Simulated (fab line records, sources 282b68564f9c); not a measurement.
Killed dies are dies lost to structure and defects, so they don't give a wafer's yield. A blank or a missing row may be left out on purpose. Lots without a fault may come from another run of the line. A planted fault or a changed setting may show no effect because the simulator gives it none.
fab line records | flow rit_cmos
record lots=7 wafers=21 last_day=7
route steps=202 shown ACTIVE@8 FOX1@20 M1@202
lots that met no fault: from a run of the same line without faults
start_h: hours from the record's first day to the start of the lot's first wafer shown | wait_h: hours since the lot's step before | " the same as in the row above | L1.1+2: a row that stands for several wafers | - no value, or no start given | * or withheld: withheld | < > ~ a bound
route shown NAME@n: a module of which the file shows steps, and the number in the route of the first | usual: mean/standard deviation of fault-free wafers | same: alike in all rows | chamber/n: place in a boat | sites: the reading at each site | _std_site: their standard deviation | _edge_site: outer sites' mean less inner sites' | radius_mm: how far each site lies from the wafer's centre | mask NAME#n: copy n | behind: the tool/chamber that last shaped the wafer | hold: why the lot was held/for how many hours/how that ended | device: the transistor (n, p or np) that didn't switch | end of line: the same wafers' tests at the end of the route | a step without rows: its recipe alone | killed: dies lost to structure and defects at the first sort, not the wafer's yield | map: a wafer's dies, x killed, . not, _ none there
set.NAME: the setting as run; set.NAME@STEP: as run at that earlier step | model.NAME: the simulator's own value behind a step, which no gauge read
lots at some steps of the route; a table a step, a row a wafer
services: from which hour (start_h, from the record's first day; less than 0 if before it) a tool's chamber was out of use, for how many hours, and why
## steps
# step RIT_ACTIVE_SOFTBAKE_07
# recipe resist=NOVOLAK temp_c=90 time_s=60
# step RIT_ACTIVE_EXPOSE_08
# recipe mask_id=M1 na=0.6 source_shape=conventional sigma_outer=0.6 target_cd_nm=1400 dose_mj=225
# step RIT_ACTIVE_PEB_09
# recipe resist=NOVOLAK temp_c=withheld time_s=withheld
# step RIT_ACTIVE_DEVELOP_10
# recipe resist=NOVOLAK develop_time_s=50 dev_temp_c=23
# step RIT_ACTIVE_CD_MEAS_11
# recipe target_cd_nm=1400
# usual cd_nm=1400.6/2
# columns lot.wafer tool chamber start_h wait_h cd_nm
L334.1 cd_sem-01 - 44.44 - 1399.7
L334.2 " - " " 1398.9
L334.3 " - " " 1400.8
L335.1 cd_sem-01 - 49.56 - 1399.0
L335.2 " - " " 1402.9
L335.4 " - " " 1400.9
L339.2 cd_sem-01 - 72.00 - 1404.0
L339.4 " - " " 1404.5
L339.6 " - " " 1401.9
L340.2 cd_sem-01 - 74.69 - 1401.1
L340.4 " - " " 1401.3
L340.6 " - " " 1400.9
L341.1 cd_sem-01 - 80.93 - 1398.1
L341.2 " - " " 1399.2
L341.6 " - " " 1399.5
L347.1 cd_sem-01 - 111.39 - 1402.3
L347.2 " - " " 1403.3
L347.6 " - " " 1400.7
L350.1 cd_sem-01 - 125.80 - 1401.1
L350.2 " - " " 1403.4
L350.5 " - " " 1402.1
# step RIT_ACTIVE_HARDBAKE_12
# recipe resist=NOVOLAK temp_c=140 time_s=60
# step RIT_ACTIVE_ETCH_13
# recipe stop_on=SiO2 chemistry=SF6 target=Si3N4 time_s=210 over_etch_frac=0.4 SF6_flow_sccm=200 pressure_mtorr=260 rf_w=125 target_depth_a=2100
# usual drypump_motor_current_A=5.7/0.38 oes_product_au=0.823/0.012 throttle_valve_pct=7.49/0.12
# columns lot.wafer tool chamber start_h wait_h drypump_motor_current_A oes_product_au rf_hours_counter_h throttle_valve_pct
L334.1 rie_diel-01 0 44.71 0.1 4.9 0.818 152 7.49
L334.2 " 1 " " 5.6 0.810 103 7.67
L334.3 " 2 " " 5.4 0.805 8 7.56
L335.1 rie_diel-02 3 49.86 0.1 6.2 0.819 3 7.51
L335.2 " 2 " " 5.4 0.819 124 7.37
L335.4 " 0 " " 6.0 0.830 156 7.68
L339.2 rie_diel-04 0 72.32 0.1 5.8 0.822 150 7.28
L339.4 " 3 " " 5.3 0.844 3 7.59
L339.6 " 1 " " 6.0 0.808 - 7.38
L340.2 rie_diel-01 2 74.94 0.1 5.4 0.822 8 7.56
L340.4 " 1 " " 5.7 0.820 104 7.67
L340.6 " 3 " " 5.5 0.839 - 7.52
L341.1 rie_diel-04 1 81.23 0.1 6.0 0.804 4 7.40
L341.2 " 2 " " 5.4 0.823 43 7.33
L341.6 " 3 " " 5.3 0.835 - 7.60
L347.1 rie_diel-01 3 111.66 0.1 5.5 0.832 2 7.53
L347.2 " 0 " " 4.9 0.823 154 7.50
L347.6 " 3 " " 5.5 0.832 - 7.52
L350.1 rie_diel-04 0 126.07 0.1 5.8 0.816 151 7.28
L350.2 " 1 " " 6.0 0.798 5 7.39
L350.5 " 0 " " 5.8 0.816 - 7.28
# step RIT_ACTIVE_STRIP_14
# recipe chemistry=O2 time_s=180 resist=NOVOLAK platen_temp_c=withheld power_w=500 pressure_mtorr=4000 o2_flow_sccm=4000
# usual drypump_motor_current_A=5.7/0.36
# columns lot.wafer tool chamber start_h wait_h drypump_motor_current_A rf_hours_counter_h
L334.1 plasma_asher-01 1 44.84 0.1 6.2 39
L334.2 " 0 " " 6.2 39
L334.3 " 1 " " 6.2 -
L335.1 plasma_asher-04 0 49.99 0.1 5.5 41
L335.2 " 1 " " 5.4 41
L335.4 " 1 " " 5.4 -
L339.2 plasma_asher-01 1 72.45 0.1 6.3 41
L339.4 " 1 " " 6.3 -
L339.6 " 1 " " 6.2 -
L340.2 plasma_asher-04 1 75.07 0.1 5.4 44
L340.4 " 0 " " 5.5 -
L340.6 " 1 " " 5.4 -
L341.1 plasma_asher-04 1 81.36 0.1 5.4 45
L341.2 " 0 " " 5.5 45
L341.6 " 0 " " 5.6 -
L347.1 plasma_asher-04 1 111.80 0.1 5.4 48
L347.2 " 0 " " 5.5 48
L347.6 " 0 " " 5.5 -
L350.1 plasma_asher-02 0 126.20 0.1 5.5 34
L350.2 " 1 " " 5.4 34
L350.5 " 1 " " 5.4 -
# step RIT_ACTIVE_CD_MEAS_90
# recipe target_cd_nm=1400
# usual cd_nm=1400.7/2
# columns lot.wafer tool chamber start_h wait_h cd_nm
L334.1 cd_sem-01 - 45.02 0.1 1399.3
L334.2 " - " " 1399.1
L334.3 " - " " 1401.0
L335.1 cd_sem-01 - 50.16 0.1 1399.3
L335.2 " - " " 1402.8
L335.4 " - " " 1401.3
L339.2 cd_sem-01 - 72.65 0.1 1403.5
L339.4 " - " " 1404.7
L339.6 " - " " 1401.7
L340.2 cd_sem-01 - 75.27 0.1 1401.0
L340.4 " - " " 1401.5
L340.6 " - " " 1401.3
L341.1 cd_sem-01 - 81.53 0.1 1397.9
L341.2 " - " " 1398.9
L341.6 " - " " 1399.1
L347.1 cd_sem-01 - 111.97 0.1 1403.1
L347.2 " - " " 1403.3
L347.6 " - " " 1401.1
L350.1 cd_sem-01 - 126.37 0.1 1400.7
L350.2 " - " " 1403.6
L350.5 " - " " 1401.7
# step RIT_ACTIVE_CLEAN_15
# recipe chemistry=SC1 mix=3:3:50 time_s=600 temp_c=75
# step RIT_ACTIVE_CLEAN_16
# recipe chemistry=dHF dilution=50:1 time_s=30
# step RIT_ACTIVE_CLEAN_17
# recipe chemistry=SC2 mix=3:3:50 time_s=600 temp_c=75 dry=n2_spin
# step RIT_FOX1_OXIDATION_00
# recipe temp_c=1100 ambient=H2O target_thk_a=3507 p_h2o_torr=720 ox_time_s=1130
# usual spike_tc_centre_C=1102.8/1.1 spike_tc_load_C=1127.1/2.4 spike_tc_source_C=1124.2/1.1 tube_center_temp_C=1100/0.1 tube_center_temp_C_max=1102.7/0.42 zone_power_source_pct=46.7/0.69
# columns lot.wafer tool chamber start_h wait_h spike_tc_centre_C spike_tc_load_C spike_tc_source_C tube_center_temp_C tube_center_temp_C_max zone_power_source_pct model.SiO2_of_FOX1_OXIDATION_00.thk_nm
L334.1 furnace-03 0 45.70 0.0 1102.3 1125.4 1125.0 1100.1 1102.3 46.0 349.1
L334.2 " 0 " " 1103.6 1128.7 1124.1 1100 1103.0 46.7 344.1
L334.3 " 0 " " 1101.5 1128.1 1124.6 1100.2 1103.1 46.8 347.6
L335.1 furnace-01 0 50.83 0.0 1103.0 1127.2 1124.3 1100.1 1103.5 47.7 357.4
L335.2 " 0 " " 1104.7 1128.2 1123.1 1099.9 1102.6 47.1 356.6
L335.4 " 0 " " 1102.0 1126.6 1123.2 1100 1102.8 47.8 360.2
L339.2 furnace-03 0 73.12 0.0 1126.2 1153.7 1149.4 1125.1 1127.7 49.2 383.3
L339.4 " 0 " " 1128.6 1154.7 1150.7 1125 1127.6 49.1 380.9
L339.6 " 0 " " 1126.1 1155.1 1149.2 1125.1 1127.5 49.2 392
L340.2 furnace-03 0 76.04 0.3 1128.2 1155.5 1149.9 1124.9 1127.3 48.2 380.5
L340.4 " 0 " " 1129.0 1154.6 1151.4 1124.9 1127.6 48.2 379.9
L340.6 " 0 " " 1126.9 1155.0 1148.6 1125.1 1128.2 48.7 387.9
L341.1 furnace-03 0 82.05 0.0 1127.7 1153.7 1151.4 1124.9 1127.1 49.2 402.3
L341.2 " 0 " " 1126.7 1152.6 1150.1 1125 1127.4 48.2 403.9
L341.6 " 0 " " 1125.3 1155.5 1150.0 1124.9 1127.4 48.8 405.9
L347.1 furnace-02 0 113.13 0.7 1104.2 1121.8 1126.4 1099.9 1102.7 46.6 354.6
L347.2 " 0 " " 1103.8 1123.7 1124.2 1100.1 1103.1 46.3 348.6
L347.6 " 0 " " 1102.0 1120.8 1125.3 1100 1102.0 45.9 350.8
L350.1 furnace-02 0 127.05 0.2 1103.7 1123.6 1125.2 1100.2 1102.8 46.3 358.7
L350.2 " 0 " " 1102.0 1122.0 1124.8 1100 1102.6 46.6 352.8
L350.5 " 0 " " 1102.2 1123.3 1124.7 1100.2 1103.5 45.8 353.7
# step RIT_FOX1_THK_MEAS_01
# recipe reads=SiO2_of_FOX1_OXIDATION_00
# usual FOX1_OXIDE_THK=352/6.2
# columns lot.wafer tool chamber start_h wait_h FOX1_OXIDE_THK[nm]
L334.1 film_metro-03 - 47.01 0.0 349
L334.2 " - " " 344
L334.3 " - " " 347
L335.1 film_metro-04 - 52.14 0.0 358
L335.2 " - " " 356
L335.4 " - " " 360
L339.2 film_metro-04 - 74.44 0.0 383
L339.4 " - " " 381
L339.6 " - " " 392
L340.2 film_metro-02 - 77.36 0.0 380
L340.4 " - " " 380
L340.6 " - " " 388
L341.1 film_metro-04 - 83.37 0.0 402
L341.2 " - " " 404
L341.6 " - " " 406
L347.1 film_metro-03 - 114.44 0.0 355
L347.2 " - " " 348
L347.6 " - " " 350
L350.1 film_metro-04 - 128.37 0.0 359
L350.2 " - " " 353
L350.5 " - " " 354
# step RIT_FOX1_WET_ETCH_02
# recipe chemistry=BOE target_depth_nm=350 time_s=375.1 temp_c=21.5 dry=n2_spin dilution=10:1 target=SiO2
# step RIT_M1_PROBE_99
# usual killed_at_front_end=6.9/2.9 killed_dies=7.0/2.9 killed_open=3.5/2 killed_short=3.5/2
# same gross_dies=264 killed_at_M0_to_M3=0 killed_at_M4_up=0 killed_at_back_side=0 killed_at_contacts=0 killed_at_other=0
# columns lot.wafer tool chamber start_h wait_h killed_at_front_end killed_dies killed_open killed_short model.etest.pldd.width_nm model.etest.nldd.width_nm model.etest.nplus_sal.width_nm model.etest.pplus_sal.width_nm
L334.1 prober-02 - 95.68 0.1 5 5 3 2 3199 3223 3479 3464
L334.2 prober-02 - 95.73 0.1 5 5 4 1 3207 3205 3450 3467
L334.3 prober-02 - 95.78 0.2 6 6 4 2 3197 3215 3481 3477
L335.1 prober-01 - 97.18 0.1 7 7 3 4 3190 3200 3482 3440
L335.2 prober-01 - 97.23 0.1 7 7 6 1 3217 3229 3455 3450
L335.4 prober-01 - 97.33 0.2 2 2 2 0 3190 3203 3467 3460
L340.2 prober-02 - 120.42 0.1 13 13 6 7 3190 3158 3395 3389
L340.4 prober-02 - 120.52 0.2 15 15 10 5 3157 3146 3417 3420
L340.6 prober-02 - 120.62 0.2 9 9 4 5 3188 3161 3422 3419
L347.1 prober-01 - 154.77 0.1 5 5 1 4 3210 3215 3457 3469
L347.2 prober-01 - 154.82 0.1 5 5 2 3 3226 3192 3460 3445
L347.6 prober-01 - 155.02 0.2 8 8 2 6 3210 3207 3464 3474
L350.1 prober-02 - 168.97 0.1 9 9 5 4 3194 3200 3438 3424
L350.2 prober-02 - 169.02 0.1 7 7 4 3 3202 3227 3466 3466
L350.5 prober-02 - 169.17 0.2 13 13 7 6 3224 3210 3438 3447
# killed by level:class
L334.1 REOX:geometric_particle:short=2 GATE:geometric_particle:open=1 REOX:geometric_particle:open=1 SPACER:geometric_particle:open=1
L334.2 REOX:geometric_particle:open=3 SPACER:geometric_particle:short=1 SILICIDE:geometric_particle:open=1
L334.3 FOX1:geometric_particle:open=1 FOX2:geometric_particle:open=1 GATE:geometric_particle:open=1 REOX:geometric_particle:short=1 REOX:geometric_particle:open=1 SPACER:geometric_particle:short=1
L335.1 FOX1:geometric_particle:short=3 REOX:geometric_particle:open=2 REOX:geometric_particle:short=1 SPACER:geometric_particle:open=1
L335.2 FOX1:geometric_particle:open=2 FOX2:geometric_particle:open=1 GATE:geometric_particle:open=1 REOX:geometric_particle:open=1 SILICIDE:geometric_particle:short=1 SILICIDE:geometric_particle:open=1
L335.4 GATE:geometric_particle:open=1 REOX:geometric_particle:open=1
L340.2 GATE:geometric_particle:short=3 FOX2:geometric_particle:short=2 GATE:geometric_particle:open=2 FOX1:geometric_particle:short=1 FOX1:geometric_particle:open=1 REOX:geometric_particle:open=1 SPACER:geometric_particle:open=1 SILICIDE:geometric_particle:short=1
L340.4 REOX:geometric_particle:open=4 GATE:geometric_particle:open=3 FOX1:geometric_particle:short=2 SILICIDE:geometric_particle:short=2 FOX1:geometric_particle:open=1 SPACER:geometric_particle:open=1 SPACER:geometric_particle:short=1 SILICIDE:geometric_particle:open=1
L340.6 GATE:geometric_particle:short=2 GATE:geometric_particle:open=2 SILICIDE:geometric_particle:open=2 FOX1:geometric_particle:short=1 FOX2:geometric_particle:short=1 SILICIDE:geometric_particle:short=1
L347.1 FOX1:geometric_particle:short=3 GATE:geometric_particle:open=1 SPACER:geometric_particle:short=1
L347.2 GATE:geometric_particle:short=2 REOX:geometric_particle:open=2 FOX1:geometric_particle:short=1
L347.6 SILICIDE:geometric_particle:short=2 FOX1:geometric_particle:short=1 FOX2:geometric_particle:open=1 GATE:geometric_particle:short=1 REOX:geometric_particle:short=1 SPACER:geometric_particle:short=1 SPACER:geometric_particle:open=1
L350.1 GATE:geometric_particle:open=2 REOX:geometric_particle:open=2 SILICIDE:geometric_particle:short=2 FOX1:geometric_particle:short=1 FOX2:geometric_particle:open=1 GATE:geometric_particle:short=1
L350.2 GATE:geometric_particle:open=2 FOX2:geometric_particle:open=1 GATE:geometric_particle:short=1 REOX:geometric_particle:short=1 SPACER:geometric_particle:short=1 SILICIDE:geometric_particle:open=1
L350.5 GATE:geometric_particle:short=3 GATE:geometric_particle:open=3 FOX1:geometric_particle:short=2 SILICIDE:geometric_particle:open=2 FOX2:geometric_particle:short=1 REOX:geometric_particle:open=1 SPACER:geometric_particle:open=1
## services
# columns tool chamber start_h hours kind
rie_diel-04 3 36.94 7.7 repair
plasma_asher-04 - 45.41 3.7 repair
furnace-01 - 66.62 2.8 pm
plasma_asher-02 - 67.41 14.6 pm
rie_diel-02 2 70.58 8.1 repair
rie_diel-04 0 80.98 5.6 repair
rie_diel-04 3 87.23 8.6 repair
plasma_asher-01 - 89.01 4.5 repair
rie_diel-02 1 90.79 - clean
rie_diel-02 1 90.79 15.4 scheduled_down
rie_diel-02 1 90.79 15.4 vent_cycle
rie_diel-04 - 97.12 0.2 repair
rie_diel-01 1 105.21 3.9 repair
rie_diel-02 0 108.87 - clean
rie_diel-02 0 108.87 29.4 scheduled_down
rie_diel-02 0 108.87 29.4 vent_cycle
plasma_asher-01 - 108.92 9.0 pm
plasma_asher-01 0 108.92 9.0 vent_cycle
plasma_asher-01 1 108.92 9.0 vent_cycle
plasma_asher-01 0 117.92 - clean
plasma_asher-01 1 117.92 - clean
furnace-03 - 118.24 3.2 pm
plasma_asher-01 - 121.35 15.5 repair
rie_diel-02 1 123.64 10.8 repair
## key
first_sign step=RIT_FOX1_OXIDATION_00 reading=tube_center_temp_C direction=up sigmas=99+ usual=* struck=*
effect step=RIT_FOX1_OXIDATION_00 reading=tube_center_temp_C_max direction=up sigmas=59 usual=* struck=*
effect step=RIT_FOX1_THK_MEAS_01 reading=FOX1_OXIDE_THK direction=up sigmas=6.2 usual=352 struck=391
model_effect step=RIT_FOX1_OXIDATION_00 value=SiO2_of_FOX1_OXIDATION_00.thk_nm without=351.9 struck=390.7
model_effect step=RIT_M1_PROBE_99 value=etest.pldd.width_nm without=3220 struck=3178
met_at RIT_FOX1_OXIDATION_00
struck_wafers L339.2,L339.4,L339.6,L340.2,L340.4,L340.6,L341.1,L341.2,L341.6
rows_end L339.2,L339.4,L339.6,L341.1,L341.2,L341.6
tester_left_out L340
onset_between 45.70 73.12
fault kind=process_parameter_drift tool=furnace-03 chamber=- onset_h=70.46 steps=RIT_FOX1_OXIDATION_00 channel=temp_c offset=* shape=step end_h=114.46 acts_in=* stated=*
# tester_left_out: of these lots the tester's yield and bins aren't shown, on N5 and GAA mostly nor the transistor test; their killed dies are dies lost to structure and defects alone, not to doping, threshold or leakage, so they don't give the yield
# rows_end: these wafers met a further fault down the route, and their rows from its step on are left out
